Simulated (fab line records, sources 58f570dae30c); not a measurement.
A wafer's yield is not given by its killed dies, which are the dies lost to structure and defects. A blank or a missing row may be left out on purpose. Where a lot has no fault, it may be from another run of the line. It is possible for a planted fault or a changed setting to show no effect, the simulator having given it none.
Split-lot study + flow berkeleyCmos170 + 5 lots, 23 wafers read, on a route of 331 steps

== THE SPLIT ==
At UCB170_SDANNEAL_RTA_01 (time 5 s), the setting timeS was moved away from the recipe's 5 s on 8 of the 23 wafers read, by -6.3% to +6.4%. For the rest of the wafers, this setting stayed at what the recipe calls for.

The file shows no step between the split and the reading.

== THE READING ==
PSD_RS, in ohm/sq, at UCB170_SDANNEAL_RS_MEAS_02 (measures by four-point-probe). Typical for fault-free wafers on this fab line: 75.52 ohm/sq, with standard deviation 0.28 ohm/sq.

| wafer  | tool, chamber at the split | timeS as run, s | against the recipe | PSD_RS, ohm/sq | against lot-mates on the recipe |
|--------|----------------------------|-----------------|--------------------|----------------|---------------------------------|
| L074.1 | rtpAnneal-02, 0            | 5               | recipe             | 75.72          | -                               |
| L074.3 | rtpAnneal-02, 0            | 5               | recipe             | 75.47          | -                               |
| L074.4 | rtpAnneal-02, 0            | 5               | recipe             | 75.19          | -                               |
| L074.5 | rtpAnneal-02, 0            | 5               | recipe             | 75.57          | -                               |
| L074.6 | rtpAnneal-02, 0            | 5               | recipe             | 75.40          | -                               |
| L076.1 | rtpAnneal-01, 0            | 5               | recipe             | 75.23          | -                               |
| L076.2 | rtpAnneal-01, 0            | 5               | recipe             | 75.82          | -                               |
| L076.3 | rtpAnneal-01, 0            | 5               | recipe             | 75.58          | -                               |
| L077.1 | rtpAnneal-02, 0            | 5               | recipe             | 75.47          | -                               |
| L077.2 | rtpAnneal-02, 0            | 5.218           | +4.4%              | 74.31          | -1.12                           |
| L077.4 | rtpAnneal-02, 0            | 5.218           | +4.4%              | 75.02          | -0.42                           |
| L077.5 | rtpAnneal-02, 0            | 5               | recipe             | 75.40          | -                               |
| L077.6 | rtpAnneal-02, 0            | 5.218           | +4.4%              | 74.84          | -0.59                           |
| L079.1 | rtpAnneal-02, 0            | 5.322           | +6.4%              | 74.07          | -1.17                           |
| L079.2 | rtpAnneal-02, 0            | 5               | recipe             | 75.01          | -                               |
| L079.4 | rtpAnneal-02, 0            | 5               | recipe             | 75.47          | -                               |
| L079.5 | rtpAnneal-02, 0            | 5.322           | +6.4%              | 74.02          | -1.22                           |
| L079.6 | rtpAnneal-02, 0            | 5.322           | +6.4%              | 74.07          | -1.17                           |
| L083.1 | rtpAnneal-02, 0            | 5               | recipe             | 75.32          | -                               |
| L083.2 | rtpAnneal-02, 0            | 4.684           | -6.3%              | 77.05          | +1.60                           |
| L083.3 | rtpAnneal-02, 0            | 4.684           | -6.3%              | 76.51          | +1.06                           |
| L083.5 | rtpAnneal-02, 0            | 5               | recipe             | 75.87          | -                               |
| L083.6 | rtpAnneal-02, 0            | 5               | recipe             | 75.17          | -                               |

THE FIT
A straight line over all 23 wafers: PSD_RS changes by -0.205 ohm/sq for each +1% of timeS; r = -0.94; the points scatter about the line by 0.25 ohm/sq.
The same after taking each lot's own level away (the mean of its wafers on the recipe; 23 wafers): -0.19 ohm/sq for each +1%; r = -0.94; scatter 0.24 ohm/sq.
According to that fit, moving timeS by its largest amount changes the reading by 1.2 ohm/sq.
Across the lots, their own levels run from 75.240 to 75.543 ohm/sq, a range of 1.1 times the standard deviation given above.
The two slopes agree, so the slope changes little with the lot-to-lot level.
Check: -1.2 ohm/sq against its lot-mates is what the line predicts for one of the wafers moved furthest among these (+6.4%) when that wafer is left out of the fit. Against them it came out at -1.17 ohm/sq.

== OTHER SPLITS APPLIED TO THESE WAFERS ==
Other splits were also applied to these wafers ahead of the reading. Each is held against what the fit with the lots' levels taken away leaves over:
| other split on the same wafers  | wafers away from the commonest value | r with PSD_RS (lot level and that fit taken away) |
|---------------------------------|--------------------------------------|---------------------------------------------------|
| UCB170_PLDD_COAT_01 resistThkNm | 8                                    | -0.02                                             |
| UCB170_NLDD_COAT_01 resistThkNm | 7                                    | -0.12                                             |
| UCB170_NLDD_IMPLANT_08 doseCm2  | 9                                    | +0.00                                             |
| UCB170_PSD_IMPLANT_08 energyKev | 8                                    | -0.54                                             |
| UCB170_NSD_IMPLANT_08 doseCm2   | 10                                   | +0.28                                             |

== FILE'S OWN FIT ==
PSD_RS changes by -0.19 ohm/sq for each +1% of timeS, r = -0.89.
